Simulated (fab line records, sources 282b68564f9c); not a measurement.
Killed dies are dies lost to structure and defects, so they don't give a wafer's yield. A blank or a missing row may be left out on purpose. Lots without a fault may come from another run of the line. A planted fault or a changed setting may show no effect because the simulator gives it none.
Split-lot experiment | flow rit_cmos | 5 lots, 23 wafers read, on a route of 202 steps

THE SPLIT
At RIT_NSD_COAT_01 (resist thk 1000 nm), the setting spin_rpm was moved away from the recipe's 3250 rpm on 5 of the 23 wafers read, by +3.4% to +6.4%. The other wafers ran this setting at the recipe's value.

FROM THE SPLIT TO THE READING: what the file shows between them, 3 steps
- RIT_NSD_SOFTBAKE_02: time 60 s
- RIT_NSD_EXPOSE_03: exposes mask M9, target cd 40700 nm
- RIT_NSD_DEVELOP_05: develop time 50 s

THE READING
NOVOLAK_of_NSD_COAT_01.thk_nm (the simulator's own value, which no gauge read), in nm, at RIT_NSD_HARDBAKE_07 (time 60 s). The file gives no usual value for it. The 18 wafers here that ran the recipe average 884.8 nm, standard deviation 2.2 nm.

wafer  | tool, chamber at the split | spin_rpm as run, rpm | against the recipe | NOVOLAK_of_NSD_COAT_01.thk_nm, nm | against lot-mates on the recipe
L076.1 | litho_track-04, 0          | 3359                 | +3.4%              | 873.8                             | -12.8
L076.2 | litho_track-04, 0          | 3250                 | recipe             | 888.2                             | -
L076.4 | litho_track-04, 0          | 3250                 | recipe             | 885.2                             | -
L076.5 | litho_track-04, 0          | 3359                 | +3.4%              | 872.3                             | -14.3
L076.6 | litho_track-04, 0          | 3250                 | recipe             | 886.3                             | -
L078.1 | litho_track-04, 0          | 3458                 | +6.4%              | 862.5                             | -24.3
L078.3 | litho_track-04, 0          | 3250                 | recipe             | 887.4                             | -
L078.4 | litho_track-04, 0          | 3458                 | +6.4%              | 859.9                             | -26.9
L078.5 | litho_track-04, 0          | 3250                 | recipe             | 886.2                             | -
L078.6 | litho_track-04, 0          | 3458                 | +6.4%              | 861.8                             | -25.0
L080.1 | litho_track-04, 0          | 3250                 | recipe             | 884.2                             | -
L080.5 | litho_track-04, 0          | 3250                 | recipe             | 884.2                             | -
L080.2 | litho_track-04, 0          | 3250                 | recipe             | 885.7                             | -
L080.4 | litho_track-04, 0          | 3250                 | recipe             | 885.1                             | -
L080.6 | litho_track-04, 0          | 3250                 | recipe             | 885.9                             | -
L081.1 | litho_track-01, 0          | 3250                 | recipe             | 880.9                             | -
L081.3 | litho_track-01, 0          | 3250                 | recipe             | 881.7                             | -
L081.4 | litho_track-01, 0          | 3250                 | recipe             | 880.4                             | -
L081.5 | litho_track-01, 0          | 3250                 | recipe             | 883.4                             | -
L081.6 | litho_track-01, 0          | 3250                 | recipe             | 882.5                             | -
L083.1 | litho_track-04, 0          | 3250                 | recipe             | 886.5                             | -
L083.2 | litho_track-04, 0          | 3250                 | recipe             | 886.7                             | -
L083.6 | litho_track-04, 0          | 3250                 | recipe             | 886.7                             | -

THE FIT
A straight line over all 23 wafers: NOVOLAK_of_NSD_COAT_01.thk_nm changes by -3.64 nm for each +1% of spin_rpm; r = -0.97; the points scatter about the line by 2.1 nm.
The same after taking each lot's own level away (the mean of its wafers on the recipe; 23 wafers): -3.98 nm for each +1%; r = -0.99; scatter 0.94 nm.
On that fit, the largest move of spin_rpm shifts the reading by 25 nm.
The lots' own levels span 881.78 to 886.80 nm, that is 2.3 times the standard deviation above.
So the lot-to-lot level changes the slope little: the two slopes agree.
Check: with one of the wafers moved furthest among these (+6.4%) left out of the fit, the line predicts -25.9 nm for it against its lot-mates. It came out at -24.3 nm against them.

OTHER SPLITS ON THESE WAFERS
These wafers also went through other splits before the reading. Each is held against what the fit with the lots' levels taken away leaves over:
other split on the same wafers     | wafers away from the commonest value | r with NOVOLAK_of_NSD_COAT_01.thk_nm (lot level and that fit taken away)
RIT_GATE_DEVELOP_15 develop_time_s | 11                                   | -0.32
RIT_NLDD_COAT_01 resist_thk_nm     | 8                                    | +0.05
RIT_NLDD_SOFTBAKE_02 time_s        | 7                                    | +0.21
RIT_PLDD_COAT_01 resist_thk_nm     | 11                                   | -0.26
RIT_PLDD_IMPLANT_08 dose_cm2       | 7                                    | +0.37

THE WHOLE CHAIN: every reading that the file lists as answering this split, in the file's order
step                | what it does       | reading                                                                        | change (the file's fit)              | r (the file's)
RIT_NSD_COAT_01     | resist thk 1000 nm | NOVOLAK_of_NSD_COAT_01.thk_nm (the simulator's own value, which no gauge read) | -4.56 nm for each +1% of the setting | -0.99
RIT_NSD_HARDBAKE_07 | time 60 s          | NOVOLAK_of_NSD_COAT_01.thk_nm (the simulator's own value, which no gauge read) | -3.99 nm for each +1% of the setting | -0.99

THE FILE'S OWN FIT
NOVOLAK_of_NSD_COAT_01.thk_nm changes by -3.99 nm for each +1% of spin_rpm, r = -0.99.
